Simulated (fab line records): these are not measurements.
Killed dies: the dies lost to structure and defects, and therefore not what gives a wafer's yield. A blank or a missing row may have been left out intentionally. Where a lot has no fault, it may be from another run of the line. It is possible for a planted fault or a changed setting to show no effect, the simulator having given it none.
2 desks looking at one fault || flow berkeley-cmos170 || each desk holds nothing but its own numbers, with what lay behind them at the end

== AT THE TOOL OWNER'S DESK: krf-scanner-02 ==
The tool's own readings at UCB170_NSD_EXPOSE_03 (exposes mask NSELECT MOD, target cd 1200 nm): means of the sampled wafers that have a number, for each lot that ran on this tool. If a lot's mean is further than 4 standard deviations from the usual mean, the lot is out of limits and carries the mark OUT (the distance appears in the brackets).
Columns: A = exposure-dose-mJ-cm2 at UCB170_NSD_EXPOSE_03, usual 29.977; B = stage-vel-mm-s at UCB170_NSD_EXPOSE_03, usual 500.02 mm/s
{"lot": "L861", "first seen here": "day 6 20:07", "A": 29.985, "B": 499.83}
{"lot": "L865", "first seen here": "day 8 01:28", "A": 30.008, "B": 500.02}
{"lot": "L869", "first seen here": "day 8 09:01", "A": 29.969, "B": 500.49}
{"lot": "L872", "first seen here": "day 8 23:38", "A": 29.943, "B": 500.19}
{"lot": "L875", "first seen here": "day 9 22:44", "A": "29.696 (-9.7) OUT", "B": 499.99}
This desk's finding: out of limits on L875; first on L875, day 9 22:44 (exposure-dose-mJ-cm2 at UCB170_NSD_EXPOSE_03). In limits: L861, L865, L869, L872.

== THE METROLOGY DESK ==
Means of the sampled wafers that have a number, per lot and without regard to the tool the lot ran on: this is what the gauges read. If a lot's mean is further than 4 standard deviations from the usual mean, the lot is out of limits and carries the mark OUT (the distance appears in the brackets).
Columns: A = PWELL_OXIDE_THK at UCB170_PWELL_THK_MEAS_03, usual 26.2 nm; B = cd-nm at UCB170_ACTIVE_CD_MEAS_13, usual 1200.2 nm; C = cd-nm at UCB170_NSD_CD_MEAS_06, usual 1199.5 nm
{"lot": "L861", "first seen here": "day 3 02:18", "A": 26.0, "B": 1199.1, "C": 1201.3}
{"lot": "L864", "first seen here": "day 3 16:04", "A": 26.0, "B": 1200.0, "C": 1200.9}
{"lot": "L865", "first seen here": "day 3 16:08", "A": 26.2, "B": 1200.2, "C": 1199.9}
{"lot": "L867", "first seen here": "day 4 00:31", "A": 26.2, "B": 1197.7, "C": 1197.9}
{"lot": "L868", "first seen here": "day 4 11:57", "A": 26.4, "B": 1198.5, "C": 1198.4}
{"lot": "L869", "first seen here": "day 4 11:59", "A": 25.8, "B": 1198.8, "C": 1196.9}
{"lot": "L872", "first seen here": "day 4 22:22", "A": 26.2, "B": 1199.0, "C": 1200.8}
{"lot": "L875", "first seen here": "day 5 20:38", "A": 25.6, "B": 1201.2, "C": "1207.7 (+5.4) OUT"}
{"lot": "L878", "first seen here": "day 6 04:57", "A": 25.9, "B": 1199.6, "C": 1200.8}
{"lot": "L879", "first seen here": "day 6 16:37", "A": 26.2, "B": 1200.1, "C": 1198.4}
{"lot": "L880", "first seen here": "day 6 16:38", "A": 26.1, "B": 1200.8, "C": 1196.9}
{"lot": "L882", "first seen here": "day 7 08:47", "A": 26.3, "B": 1201.2, "C": 1200.3}
{"lot": "L883", "first seen here": "day 7 14:53", "A": 26.4, "B": 1200.7, "C": 1198.1}
This desk's finding: out of limits on L875; first on L875, day 9 23:08 (cd-nm at UCB170_NSD_CD_MEAS_06). In limits: L861, L864, L865, L867, L868, L869, L872, L878, L879, L880, L882, L883.

== TAKEN TOGETHER ==
On L875, at day 9 22:44, an alarm was possible from the tool owner's desk.
An alarm was possible from the metrology desk at day 9 23:08, on L875.
On krf-scanner-02, each named lot ran UCB170_NSD_EXPOSE_03.

== WHAT HAD BEEN PUT IN BY THE SIMULATOR ==
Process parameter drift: krf-scanner-02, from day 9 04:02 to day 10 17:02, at UCB170_NSD_EXPOSE_03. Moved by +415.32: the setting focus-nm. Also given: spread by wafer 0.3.
Shown lots that were struck: L875.
Counting hours from when the fault started, the first reading out of limits came at 19 for the tool owner's desk and at 19 for the metrology desk.
